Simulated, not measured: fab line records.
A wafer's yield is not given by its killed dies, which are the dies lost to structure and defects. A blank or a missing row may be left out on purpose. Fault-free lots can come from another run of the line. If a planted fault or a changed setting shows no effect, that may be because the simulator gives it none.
Struck lot and sound lot, side by side    flow ritCmos    17 out of 202 route steps
Sound: wafers L999.1, L999.4, L999.5. Struck: wafers L106.2, L106.3, L106.5. At the end, the cause is stated.
Each step with rows lists, per side, the tool, then ch with its chambers, then its first start. Under that, the readings that differ: sound wafers    struck wafers    difference of the means    sigmas: that difference in standard deviations of wafers without a fault.
alike: readings whose means differ by less than 2 such deviations, and words and numbers that are the same on both sides. not compared: withheld readings, readings that some wafer has no value for, bounds like >300 that may hide the same value, and numbers for which the record gives no deviation and whose values overlap.
Wherever a step has rows on one side only, a row that says differs or no value, or a row with sigmas, the two part there. When numbers do not overlap yet have no deviation, they are printed without sigmas and do not part them. Lack of a reading on every wafer of one side parts them only where that side has two or more wafers.

RIT_ACTIVE_BOW_MEAS_00:
  struck on filmMetro-04, day 5 04:01; sound on filmMetro-04, day 3 17:00
  alike: INCOMING_BOW
then, 1 step without rows for these wafers: RIT_ACTIVE_OXIDATION_01 (target thk 46.8 nm, ox time 3360 s).
RIT_ACTIVE_THK_MEAS_02:
  struck on filmMetro-02, day 5 06:21; sound on filmMetro-02, day 3 20:12
  alike: ACTIVE_OXIDE_THK
RIT_ACTIVE_CVD_03: deposits Si3N4 from SiH2Cl2/NH3, target thk 150 nm, time 1500 s.
  sound on lpcvd-02 ch 0, day 3 20:16; struck on lpcvd-01 ch 1, day 5 06:24
  no value came back on the struck wafers for nh3FlowSccm (sccm), pressureMtorr (mTorr), timeS (s), zonePowerSourcePct (%); on the sound wafers nh3FlowSccm (sccm) reads 150.5 151.5 150.3
then, 6 steps without rows for these wafers: RIT_ACTIVE_HMDS_05 (prime time 60 s); RIT_ACTIVE_COAT_06 (resist thk 984.1 nm); RIT_ACTIVE_SOFTBAKE_07 (time 60 s); RIT_ACTIVE_EXPOSE_08 (exposes mask M1, target cd 1400 nm); RIT_ACTIVE_PEB_09; RIT_ACTIVE_DEVELOP_10 (develop time 51.79 s).
RIT_ACTIVE_CD_MEAS_11: the cd target is 1400 nm.
  struck on cdSem-01, day 5 08:52; sound on cdSem-02, day 3 23:25
reading    sound                 struck                difference  sigmas
cdNm (nm)  1403.3 1403.7 1404.7  1397.9 1396.9 1398.7  -6.1        -3
then, 1 step without rows for these wafers: RIT_ACTIVE_HARDBAKE_12 (time 60 s).
RIT_ACTIVE_ETCH_13: etches Si3N4 in SF6, stops on SiO2, time 210 s, target depth 210 nm.
  sound on rieDiel-04 ch 1,3, day 3 23:41; struck on rieDiel-02 ch 1,2, day 5 09:07
reading                  sound              struck       difference  sigmas
model.etch.depthNm (nm)  149.6 148.8 149.5  150 150 150  +1          
  alike: drypumpMotorCurrentA, oesProductAu, throttleValvePct
  not compared: rfHoursCounterH, model.ACTIVE.featureDepthNm
RIT_ACTIVE_STRIP_14: strips in O2, time 180 s.
  sound on plasmaAsher-02 ch 1, day 3 23:50; struck on plasmaAsher-04 ch 1, day 5 09:15
reading                   sound        struck       difference  sigmas
drypumpMotorCurrentA (A)  5.4 5.5 5.4  6.9 6.9 6.8  +1.4        +2
  not compared: rfHoursCounterH
RIT_ACTIVE_CD_MEAS_90: the cd target is 1400 nm.
  struck on cdSem-01, day 5 09:27; sound on cdSem-01, day 4 00:00
reading    sound                 struck  difference                     sigmas
cdNm (nm)  1403.4 1403.9 1404.9  - - -   no value on the struck wafers  
then, 1 step without rows for these wafers: RIT_ACTIVE_CLEAN_15 (cleans in SC1, time 600 s).
RIT_M1_PROBE_99:
  record: rows for the struck wafers here (prober-02, day 7 07:37), none for the sound ones

== WHERE THEY PART ==
Last at RIT_M1_PROBE_99 as far as this record goes, first at RIT_ACTIVE_CVD_03.

WHY: what had been put in by the simulator
Entire step skipped (lpcvd-01, RIT_ACTIVE_CVD_03), from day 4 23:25 onward. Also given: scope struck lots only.
